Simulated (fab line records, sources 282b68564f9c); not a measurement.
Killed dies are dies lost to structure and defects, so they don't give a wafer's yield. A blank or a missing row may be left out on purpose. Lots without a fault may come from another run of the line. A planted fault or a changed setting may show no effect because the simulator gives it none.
Tool commonality check | flow rit_cmos | 13 lots, 39 wafers sampled

WHY IT WAS OPENED
At RIT_SPACER_THK_MEAS_04 the reading SPACER_NITRIDE_THK is flagged on 1 of 13 lots. Wafers without a fault read 249.6 nm, standard deviation 2.6.
Rule: a lot is flagged when every wafer of it that has a number lies more than 4 standard deviations from that mean, or none has a number. The other lots count as sound.

lot  | measured    | on            | SPACER_NITRIDE_THK (nm), wafer by wafer | flag
L427 | day 3 08:34 | film_metro-04 | 249.7 250.1 249.0                       |
L428 | day 3 12:37 | film_metro-01 | 249.8 250.2 251.1                       |
L429 | day 3 16:56 | film_metro-03 | 250.8 249.8 249.0                       |
L431 | day 4 05:34 | film_metro-01 | 247.3 246.3 247.5                       |
L432 | day 4 09:55 | film_metro-01 | 249.6 251.6 249.9                       |
L433 | day 4 14:18 | film_metro-03 | 248.4 248.2 248.0                       |
L434 | day 4 21:02 | film_metro-04 | 254.2 251.5 252.6                       |
L435 | day 4 21:27 | film_metro-03 | 252.2 252.7 250.8                       |
L436 | day 5 03:19 | film_metro-03 | 257.3 255.3 256.3                       |
L437 | day 5 04:28 | film_metro-03 | 252.3 251.8 251.6                       |
L438 | day 5 11:04 | film_metro-04 | 249.0 250.1 249.0                       |
L439 | day 5 17:16 | film_metro-01 | 249.9 250.4 248.7                       |
L441 | day 6 01:40 | film_metro-04 | 187.6 185.7 185.4                       | FLAGGED
The numbers of the flagged lots are 186.2 nm on average: -63.4 nm against the usual, or -24 standard deviations.

WHICH TOOL RAN EACH LOT
The record holds 2 process steps before the reading, out of a route of 202 steps. In each cell: the tool, then ch and the chambers that the sampled wafers went through, then the start.
lot  | flag    | RIT_NRETRO_STRIP_09                 | RIT_SPACER_CVD_03
L427 |         | plasma_asher-02 ch 0,1, day 2 06:28 | lpcvd-02 ch 0, day 3 06:38
L428 |         | plasma_asher-03 ch 0,1, day 2 12:51 | lpcvd-01 ch 1, day 3 10:43
L429 |         | plasma_asher-01 ch 0,1, day 2 22:14 | lpcvd-01 ch 0, day 3 15:02
L431 |         | plasma_asher-02 ch 0,1, day 3 10:20 | lpcvd-01 ch 0, day 4 03:39
L432 |         | plasma_asher-02 ch 0,1, day 3 15:14 | lpcvd-01 ch 0, day 4 07:59
L433 |         | plasma_asher-01 ch 0,1, day 3 18:13 | lpcvd-02 ch 1, day 4 12:23
L434 |         | plasma_asher-02 ch 0,1, day 3 23:22 | lpcvd-02 ch 1, day 4 19:07
L435 |         | plasma_asher-03 ch 0,1, day 4 02:37 | lpcvd-01 ch 0, day 4 19:31
L436 |         | plasma_asher-01 ch 0,1, day 4 07:46 | lpcvd-01 ch 0, day 5 01:22
L437 |         | plasma_asher-02 ch 0,1, day 4 10:22 | lpcvd-02 ch 0, day 5 02:32
L438 |         | plasma_asher-01 ch 0,1, day 4 15:16 | lpcvd-02 ch 1, day 5 09:08
L439 |         | plasma_asher-03 ch 0,1, day 4 23:25 | lpcvd-01 ch 1, day 5 15:21
L441 | FLAGGED | plasma_asher-01 ch 0,1, day 5 05:34 | lpcvd-02 ch 0, day 5 23:44
What these steps do:
- RIT_NRETRO_STRIP_09: strips in O2, time 180 s.
- RIT_SPACER_CVD_03: deposits Si3N4 from SiH2Cl2/NH3, target thk 250 nm, time 3300 s.
- RIT_SPACER_THK_MEAS_04

FLAGGED OVER TOTAL, TOOL BY TOOL (the gauges that took the reading come last)
step                   | tool            | lots run | flagged | share of the flagged lots | sound lots run after its first flagged lot
RIT_NRETRO_STRIP_09    | plasma_asher-01 | 5        | 1       | all                       | 0
RIT_NRETRO_STRIP_09    | plasma_asher-02 | 5        | 0       | none                      | -
RIT_NRETRO_STRIP_09    | plasma_asher-03 | 3        | 0       | none                      | -
RIT_SPACER_CVD_03      | lpcvd-01        | 7        | 0       | none                      | -
RIT_SPACER_CVD_03      | lpcvd-02        | 6        | 1       | all                       | 0
RIT_SPACER_THK_MEAS_04 | film_metro-01   | 4        | 0       | none                      | -
RIT_SPACER_THK_MEAS_04 | film_metro-03   | 5        | 0       | none                      | -
RIT_SPACER_THK_MEAS_04 | film_metro-04   | 4        | 1       | all                       | 0

WHAT THE TABLE ALLOWS
3 rows of the table ran every flagged lot: plasma_asher-01 at RIT_NRETRO_STRIP_09, lpcvd-02 at RIT_SPACER_CVD_03, film_metro-04 at RIT_SPACER_THK_MEAS_04.
- plasma_asher-01 at RIT_NRETRO_STRIP_09: 1 of its 5 lots flagged. Its last sound lot is L438 (day 4 15:16), its first flagged lot L441 (day 5 05:34): a fault that began between those two fits.
- lpcvd-02 at RIT_SPACER_CVD_03: 1 of its 6 lots flagged. Its last sound lot is L438 (day 5 09:08), its first flagged lot L441 (day 5 23:44): a fault that began between those two fits.
- film_metro-04 at RIT_SPACER_THK_MEAS_04: 1 of its 4 lots flagged. Its last sound lot is L438 (day 5 11:04), its first flagged lot L441 (day 6 01:40): a fault that began between those two fits.
Counting lots can't tell these 3 tools apart, because each fits a fault that began at some hour. More lots, or a look at what each step does to the wafer, might.

WHAT THE SIMULATOR HAD PUT IN
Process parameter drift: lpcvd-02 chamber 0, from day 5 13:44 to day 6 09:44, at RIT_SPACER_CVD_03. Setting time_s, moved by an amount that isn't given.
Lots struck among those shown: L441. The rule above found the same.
